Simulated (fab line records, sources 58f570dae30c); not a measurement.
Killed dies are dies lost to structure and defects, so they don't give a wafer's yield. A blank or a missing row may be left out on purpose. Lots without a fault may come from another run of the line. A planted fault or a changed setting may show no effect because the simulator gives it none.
Chamber matching | flow berkeley_cmos170 | UCB170_V1_CMP_02 on cmp-02: 4 sister chambers
The step polishes SiO2. 7 wafers are shown with their chamber, then 7 later ones without.

WAFERS WITH THEIR CHAMBER
wafer  | chamber | motor_current_A (A) | retaining_ring_pressure_frac
L741.3 | 3       | 16.5                | 1.000
L745.4 | 2       | 18.7                | 1.002
L744.1 | 0       | 18.3                | 0.999
L744.5 | 1       | 15.8                | 0.995
L744.6 | 2       | 19.2                | 0.999
L748.2 | 1       | 15.4                | 0.996
L748.3 | 0       | 18.7                | 1.009

WAFERS WITHOUT THEIR CHAMBER
wafer  | motor_current_A (A) | retaining_ring_pressure_frac
L748.6 | 17.3                | 0.996
L758.3 | 17.3                | 0.998
L758.4 | 19.0                | 0.994
L758.5 | 15.7                | 1.003
L760.4 | 18.5                | 0.997
L760.5 | 16.1                | 1.007
L760.6 | 19.2                | 1.000

WHICH CHAMBER EACH WENT THROUGH
wafer  | from the rows above     | in truth
L748.6 | can't be placed: 3 or 0 | 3
L758.3 | can't be placed: 3 or 0 | 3
L758.4 | can't be placed: 2 or 0 | 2
L758.5 | can't be placed: 1 or 3 | 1
L760.4 | can't be placed: 0 or 2 | 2
L760.5 | can't be placed: 3 or 1 | 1
L760.6 | can't be placed: 2 or 0 | 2
Placed correctly: 0 of 7. Can't be placed from these rows: 7 (the true chamber is among the candidates in 7). Placed wrongly: 0.
How it was worked out, from the rows above alone: a wafer's distance from a chamber is the root of the sum, over the readings, of the square of ((its reading less the chamber's mean) divided by the reading's scatter). The wafer belongs to the nearest chamber; if the next one is less than 2 further off, it can't be placed. A chamber's mean is the mean of its shown wafers. The scatter: the root of (the sum of the squares of (reading less its chamber's mean) over the shown wafers, divided by (wafers less chambers)).
